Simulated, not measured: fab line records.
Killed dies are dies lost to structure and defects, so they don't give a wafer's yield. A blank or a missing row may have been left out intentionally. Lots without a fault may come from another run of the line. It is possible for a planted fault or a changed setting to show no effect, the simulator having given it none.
A struck lot beside a sound one || flow berkeley-cmos170 || 18 out of 331 route steps
Sound: these wafers, L413.2, L413.5, L413.6. Wafers struck: L419.1, L419.3, L419.5. Last of all comes the cause.
Order at every step that has rows: each side's tool, ch and its chambers, its first start. Under that, the readings that differ: sound wafers || struck wafers || difference of the means || sigmas: that difference in standard deviations of wafers without a fault.
alike: words and numbers the same on both sides, and readings whose means are apart by under 2 such deviations; not compared: readings that were withheld, readings missing a value for some wafer, numbers with overlapping values and no deviation given by the record, and bounds like >300 which may hide the same value.
A row with sigmas, a row that says differs or no value, or rows on one side alone: a step with any of these is where the two part. Numbers that don't overlap but have no deviation are shown without sigmas and don't part them. A reading missing from all wafers of one side parts the sides only when that side holds two or more wafers.

first, 1 step without rows for these wafers: UCB170_ZERO_DEVELOP_05 (develop time 45 s).
UCB170_ZERO_ETCH_06: etches SiO2 in CHF3/CF4/Ar, time 12 s.
  sound on rie-diel-03 ch 2,3, day 2 08:00; struck on rie-diel-01 ch 0,2,3, day 3 17:40
  alike: drypump-motor-current-A, oes-product-au, throttle-valve-pct
  not compared: rf-hours-counter-h
UCB170_ZERO_STRIP_07: strips in O2.
  sound on plasma-asher-03 ch 0,1, day 2 08:02; struck on plasma-asher-02 ch 0,1, day 3 17:41
  alike: drypump-motor-current-A, oes-product-au, strip-time-to-endpoint-s
  not compared: rf-hours-counter-h
then, 2 steps without rows for these wafers: UCB170_NWELL_WET_ETCH_00 (etches SiO2 in dHF, time 200 s); UCB170_NWELL_OXIDATION_01 (target thk 26.4 nm, ox time 1260 s).
UCB170_NWELL_THK_MEAS_02:
  sound: film-metro-02 at day 2 15:43; struck: film-metro-03 at day 3 22:33
  alike: NWELL_OXIDE_THK
then, 2 steps without rows for these wafers: UCB170_NWELL_ANNEAL_03 (time 900 s); UCB170_NWELL_CVD_04 (deposits Si3N4 from SiH2Cl2/NH3, target thk 224 nm, time 3360 s).
UCB170_NWELL_THK_MEAS_05:
  sound: film-metro-03 at day 2 23:47; struck: film-metro-03 at day 4 05:47
  alike: NWELL_NITRIDE_THK
then, 3 steps without rows for these wafers: UCB170_NWELL_HMDS_06 (prime time 60 s); UCB170_NWELL_COAT_07 (resist thk 900 nm); UCB170_NWELL_SOFTBAKE_08 (time 60 s).
UCB170_NWELL_EXPOSE_09: exposes mask NWELL, target cd 3000 nm.
  sound on krf-scanner-01 ch 0, day 3 00:21; struck on krf-scanner-01 ch 0, day 4 06:18
{"reading": "model.NWELL.overlay-x-nm (nm)", "sound": "-8.719 -8.719 -8.719", "struck": "917.3 917.3 917.3", "difference": "+926.0", "sigmas": ""}
  alike: mask, reticle-temp-C
then, 2 steps without rows for these wafers: UCB170_NWELL_PEB_10; UCB170_NWELL_DEVELOP_11 (develop time 45 s).
UCB170_NWELL_OVL_MEAS_12:
  sound: overlay-01 at day 3 00:57; struck: overlay-02 at day 4 06:41
{"reading": "NWELL_OVL (nm)", "sound": "-5 -2 -6", "struck": "921 916 925", "difference": "+925", "sigmas": "+99 or more"}
UCB170_NWELL_ETCH_13: etches Si3N4 in CH3F/Ar/O2, stops on SiO2, target depth 246.4 nm, time 154 s.
  sound on rie-diel-02 ch 1,2,3, day 3 00:59; struck on rie-diel-03 ch 0,2,3, day 4 06:43
  alike: drypump-motor-current-A, oes-product-au, throttle-valve-pct
  not compared: rf-hours-counter-h
-- the record jumps here: 7 days lie between the struck wafers' starts before and after (it left off in module NWELL and takes up again in module M3, whose first step shown is number 331 of the route) --
UCB170_M3_PROBE_99:
  sound: prober-02 at day 9 08:34; struck: prober-02 at day 10 19:57
{"reading": "model.etest.nwell.width-nm (nm)", "sound": "2371 2369 2351", "struck": "2318 2317 2329", "difference": -42, "sigmas": ""}
{"reading": "model.etest.iso-pplus-pwell.bv-v (V)", "sound": "22.11 23.22 23.39", "struck": "4.989 4.617 4.829", "difference": -18.095, "sigmas": ""}
{"reading": "model.etest.iso-pplus-pwell.lateral-log10-a-um", "sound": "-8.397 -8.407 -8.434", "struck": "-8.08 -8.109 -8.17", "difference": "+0.29", "sigmas": ""}
{"reading": "model.etest.iso-nplus-nwell.lateral-log10-a-um", "sound": "-8.153 -8.156 -8.112", "struck": "-8.302 -8.278 -8.306", "difference": -0.155, "sigmas": ""}
  not compared: model.etest.nwell.line-ohm-um

== WHERE THEY PART ==
UCB170_NWELL_OVL_MEAS_12 only, going by this record. Later steps at which nothing parts them and some readings are alike: UCB170_NWELL_ETCH_13.

WHY: what had been put in by the simulator
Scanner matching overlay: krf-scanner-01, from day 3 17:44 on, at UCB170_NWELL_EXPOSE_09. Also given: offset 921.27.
